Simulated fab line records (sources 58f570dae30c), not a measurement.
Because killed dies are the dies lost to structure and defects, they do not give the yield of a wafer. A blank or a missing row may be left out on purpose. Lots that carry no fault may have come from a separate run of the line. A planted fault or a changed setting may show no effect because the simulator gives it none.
fab line records | flow berkeleyCmos170
record lots=6 wafers=18 lastDay=14
route steps=331 shown ACTIVE@70 PFIELD@79
lots that met no fault: taken from a fault-free run of the same line
startH: the number of hours between the record's first day and the start of the first shown wafer of the lot | waitH: hours from the lot's prior step to this one | " the same as in the row above | L1.1+2: one row covering several wafers at once | - no value present, or no start provided | * or withheld: withheld | < > ~ a bound
route shown NAME@n: a module of which the file shows steps, and the number in the route of the first | usual: mean/standard deviation taken from wafers without a fault | same: alike in all rows | chamber/n: place in a boat | sites: readings site by site | _std_site: the standard deviation of these | _edge_site: mean of outer sites minus mean of inner sites | radiusMm: for every site, how far away it sits from the centre of the wafer | mask NAME#n: copy n | behind: the most recent tool/chamber to have shaped the wafer | hold: cause of the lot's hold/its duration in hours/its outcome | device: which transistor (n, p or np) failed to switch | end of line: the route-end tests of the same wafers | a step without rows: its recipe alone | killed: dies that structure and defects cost at the first sort, which is not the same as the wafer's yield | map: a wafer's dies, x killed, . not, _ none there
set.NAME: the setting that was run; set.NAME@STEP: the one run at that earlier step | model.NAME: the simulator's own value behind a step, which no gauge read
lots at some steps of the route; a table a step, a row a wafer
services: a tool's chamber out of use, with start hour (startH, from the record's first day; less than 0 if before it), hours out, and reason
## steps
# step UCB170_ACTIVE_EXPOSE_10
# recipe maskId=ACTIVE targetCdNm=1200 na=0.5 sigmaOuter=0.6 sourceShape=conventional doseMj=20
# step UCB170_ACTIVE_PEB_11
# recipe pebTempC=130 pebTimeS=withheld resist=KrF
# step UCB170_ACTIVE_DEVELOP_12
# recipe developer=TMAH developTimeS=45 resist=KrF devTempC=21
# step UCB170_ACTIVE_CD_MEAS_13
# recipe targetCdNm=1200
# usual cdNm=1199.9/1.2
# columns lot.wafer tool chamber startH waitH cdNm
L826.1 cdSem-02 - 121.29 - 1200.3
L826.3 " - " " 1200.3
L826.4 " - " " 1200.1
L835.1 cdSem-02 - 168.89 - 1201.9
L835.5 " - " " 1200.6
L835.6 " - " " 1201.2
L838.1 cdSem-02 - 179.74 - 1198.2
L838.5 " - " " 1198.2
L838.6 " - " " 1198.1
L839.1 cdSem-01 - 193.03 - 1202.1
L839.3 " - " " 1199.9
L839.6 " - " " 1200.0
L840.3 cdSem-01 - 193.32 - 1202.4
L840.4 " - " " 1201.1
L840.6 " - " " 1199.3
L841.2 cdSem-01 - 215.94 - 1198.7
L841.3 " - " " 1199.7
L841.5 " - " " 1198.6
# step UCB170_ACTIVE_OVL_MEAS_14
# usual ACTIVE_OVL=1/5.7
# columns lot.wafer tool chamber startH waitH ACTIVE_OVL[nm]
L826.1 overlay-01 - 121.41 0.1 -10
L826.3 " - " " -3
L826.4 " - " " -2
L835.1 overlay-02 - 169.01 0.1 2
L835.5 " - " " -7
L835.6 " - " " 1
L838.1 overlay-02 - 179.86 0.1 -7
L838.5 " - " " 0
L838.6 " - " " -4
L839.1 overlay-01 - 193.15 0.1 -9
L839.3 " - " " -12
L839.6 " - " " -13
L840.3 overlay-02 - 193.41 0.1 6
L840.4 " - " " 9
L840.6 " - " " 7
L841.2 overlay-01 - 216.05 0.1 6
L841.3 " - " " 2
L841.5 " - " " 4
# step UCB170_ACTIVE_ETCH_15
# recipe chemistry=CH3F/Ar/O2 target=Si3N4 stopOn=SiO2 CH3F_flow_sccm=20 Ar_flow_sccm=50 O2_flow_sccm=7 pressureMtorr=50 rfW=450 targetDepthA=2420 overEtchFrac=0.1 timeS=151
# usual O2_flow_sccm=7.001/0.022 drypumpMotorCurrentA=5.8/0.33 oesProductAu=0.935/0.0081 rfFwdPowerW=448.2/1.4 throttleValvePct=8.05/0.084
# columns lot.wafer tool chamber startH waitH O2_flow_sccm drypumpMotorCurrentA oesProductAu rfFwdPowerW rfHoursCounterH throttleValvePct
L826.1 rieDiel-04 1 121.44 0.0 7.008 6.3 0.942 447.4 15 8.10
L826.3 " 3 " " 7.014 6.2 0.942 448.6 88 7.88
L826.4 " 2 " " 6.978 6.4 0.933 447.4 10 7.97
L835.1 rieDiel-02 2 169.05 0.0 7.010 6.0 0.955 448.7 3 8.15
L835.5 " 0 " " 7.014 5.5 0.939 445.7 - 8.06
L835.6 " 1 " " 7.037 6.4 0.931 449.9 - 8.04
L838.1 rieDiel-02 1 179.90 0.0 6.983 6.3 0.923 449.7 84 8.05
L838.5 " 3 " " 6.997 5.7 0.947 450.0 - 7.96
L838.6 " 2 " " 7.031 6.0 0.950 449.3 - 8.16
L839.1 rieDiel-02 3 193.19 0.0 7.007 5.7 0.942 448.1 15 7.96
L839.3 " 2 " " 7.031 6.0 0.939 449.0 4 8.17
L839.6 " 3 " " 6.995 5.7 0.932 448.8 - 7.96
L840.3 rieDiel-04 0 193.43 0.0 7.033 5.7 0.944 446.9 7 8.18
L840.4 " 3 " " 6.970 6.2 0.926 447.8 91 7.90
L840.6 " 0 " " 6.998 5.7 0.940 450.2 - 8.16
L841.2 rieDiel-01 3 216.08 0.0 7.004 5.8 0.937 449.2 0 7.98
L841.3 " 0 " " 6.990 5.6 0.928 448.3 4 8.19
L841.5 " 0 " " 7.002 5.6 0.928 447.1 - 8.20
# step UCB170_ACTIVE_STRIP_16
# recipe chemistry=O2 powerW=400 pressureMtorr=3500 platenTempC=withheld o2FlowSccm=400 overashFraction=0.5
# usual drypumpMotorCurrentA=5.8/0.44 oesProductAu=0.722/0.0041 stripTimeToEndpointS=18.06/0.075
# columns lot.wafer tool chamber startH waitH drypumpMotorCurrentA oesProductAu rfHoursCounterH stripTimeToEndpointS
L826.1 plasmaAsher-03 0 121.54 0.1 6.5 0.718 0 17.97
L826.3 " 0 " " 6.5 0.715 - 18.10
L826.4 " 1 " " 5.6 0.727 - 18.10
L835.1 plasmaAsher-02 0 169.15 0.1 5.2 0.716 45 17.94
L835.5 " 1 " " 6.1 0.722 - 18.00
L835.6 " 0 " " 5.2 0.730 - 18.02
L838.1 plasmaAsher-01 0 180.00 0.1 6.2 0.726 41 18.17
L838.5 " 1 " " 5.5 0.724 - 18.21
L838.6 " 0 " " 6.3 0.720 - 18.07
L839.1 plasmaAsher-01 0 193.29 0.1 6.2 0.718 43 18.04
L839.3 " 0 " " 6.2 0.720 - 18.06
L839.6 " 0 " " 6.2 0.729 - 18.11
L840.3 plasmaAsher-02 0 193.57 0.1 5.2 0.724 - 18.02
L840.4 " 1 " " 6.1 0.727 - 17.77
L840.6 " 1 " " 6.0 0.725 - 17.97
L841.2 plasmaAsher-03 1 216.18 0.1 5.6 0.717 11 18.05
L841.3 " 1 " " 5.6 0.712 - 18.28
L841.5 " 1 " " 5.6 0.722 - 18.18
# step UCB170_ACTIVE_CD_MEAS_90
# recipe targetCdNm=1200
# usual cdNm=1199.9/1.2
# columns lot.wafer tool chamber startH waitH cdNm
L826.1 cdSem-02 - 121.64 0.1 1200.2
L826.3 " - " " 1200.2
L826.4 " - " " 1200.4
L835.1 cdSem-01 - 169.34 0.2 1202.1
L835.5 " - " " 1200.1
L835.6 " - " " 1201.1
L838.1 cdSem-01 - 180.10 0.1 1197.9
L838.5 " - " " 1197.9
L838.6 " - " " 1198.0
L839.1 cdSem-02 - 193.39 0.1 1201.7
L839.3 " - " " 1199.8
L839.6 " - " " 1200.0
L840.3 cdSem-01 - 193.67 0.1 1202.3
L840.4 " - " " 1201.2
L840.6 " - " " 1198.6
L841.2 cdSem-01 - 216.30 0.1 1198.5
L841.3 " - " " 1200.2
L841.5 " - " " 1198.6
# step UCB170_ACTIVE_CLEAN_17
# recipe chemistry=SPM tempC=120 timeS=600
# step UCB170_PFIELD_HMDS_00
# recipe primeTimeS=60 primeTempC=100
# step UCB170_PFIELD_COAT_01
# recipe resist=KrF spinRpm=1500 resistThkNm=900
# step UCB170_PFIELD_SOFTBAKE_02
# recipe resist=KrF tempC=130 timeS=60
# step UCB170_PFIELD_EXPOSE_03
# recipe maskId=PFIELD na=0.5 sigmaOuter=0.6 sourceShape=conventional targetCdNm=1500 doseMj=30
# usual exposureDoseMJCm2=30.00/0.03 focusOffsetNm=-0.1/0.56
# columns lot.wafer tool chamber startH waitH mask exposureDoseMJCm2 focusOffsetNm
L826.1 krfScanner-02 0 122.56 0.1 PFIELD#0 30.07 -0.1
L826.3 " 0 " " PFIELD#0 29.96 -0.4
L826.4 " 0 " " PFIELD#0 30.04 -0.2
L835.1 krfScanner-02 - 170.58 0.1 PFIELD#0 - -
L835.5 " - " " PFIELD#0 - -
L835.6 " - " " PFIELD#0 - -
L838.1 krfScanner-02 - 181.02 0.1 PFIELD#0 - -
L838.5 " - " " PFIELD#0 - -
L838.6 " - " " PFIELD#0 - -
L839.1 krfScanner-02 0 194.93 0.2 PFIELD#0 30.01 -1.4
L839.3 " 0 " " PFIELD#0 29.99 -0.2
L839.6 " 0 " " PFIELD#0 30.02 -0.9
L840.3 krfScanner-02 0 195.08 0.3 PFIELD#0 29.97 0.5
L840.4 " 0 " " PFIELD#0 29.98 0.5
L840.6 " 0 " " PFIELD#0 29.99 0.2
L841.2 krfScanner-02 0 217.04 0.1 PFIELD#0 30.01 0.4
L841.3 " 0 " " PFIELD#0 30.00 0.1
L841.5 " 0 " " PFIELD#0 30.02 0.3
# step UCB170_PFIELD_PEB_04
# recipe pebTempC=130 pebTimeS=withheld resist=KrF
## services
# columns tool chamber startH hours kind
rieDiel-01 0 105.52 - clean
rieDiel-01 0 105.52 20.7 scheduledDown
rieDiel-01 0 105.52 20.7 ventCycle
plasmaAsher-03 - 108.75 9.0 pm
plasmaAsher-03 0 108.75 9.0 ventCycle
plasmaAsher-03 1 108.75 9.0 ventCycle
plasmaAsher-03 0 117.75 - clean
plasmaAsher-03 1 117.75 - clean
rieDiel-01 3 137.03 3.2 repair
krfScanner-02 - 163.75 1.0 pm
rieDiel-04 3 167.88 20.4 repair
rieDiel-04 2 180.48 4.4 repair
rieDiel-01 3 184.13 - clean
rieDiel-01 3 184.13 20.1 scheduledDown
rieDiel-01 3 184.13 20.1 ventCycle
plasmaAsher-03 - 192.11 1.7 repair
rieDiel-04 3 196.15 6.2 repair
rieDiel-04 3 210.11 44.7 repair
## key
firstSign step=UCB170_PFIELD_EXPOSE_03 reading=toolRecord direction=missing
effect none on later readings
metAt UCB170_PFIELD_EXPOSE_03
struckWafers L835.1,L835.5,L835.6,L838.1,L838.5,L838.6
sortLeftOut L835.1,L835.5,L835.6,L838.1,L838.5,L838.6
testerLeftOut L835,L838
onsetBetween 122.56 170.58
fault kind=skippedStepWhole tool=krfScanner-02 chamber=- onsetH=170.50 steps=UCB170_PFIELD_EXPOSE_03 scope=struckLotsOnly
# testerLeftOut: of these lots the tester's yield and bins aren't shown, on N5 and GAA mostly nor the transistor test; their killed dies are dies lost to structure and defects alone, not to doping, threshold or leakage, so they don't give the yield
# sortLeftOut: the simulated sort isn't trusted on such a fault, so these wafers' sort isn't shown, and their yield isn't known
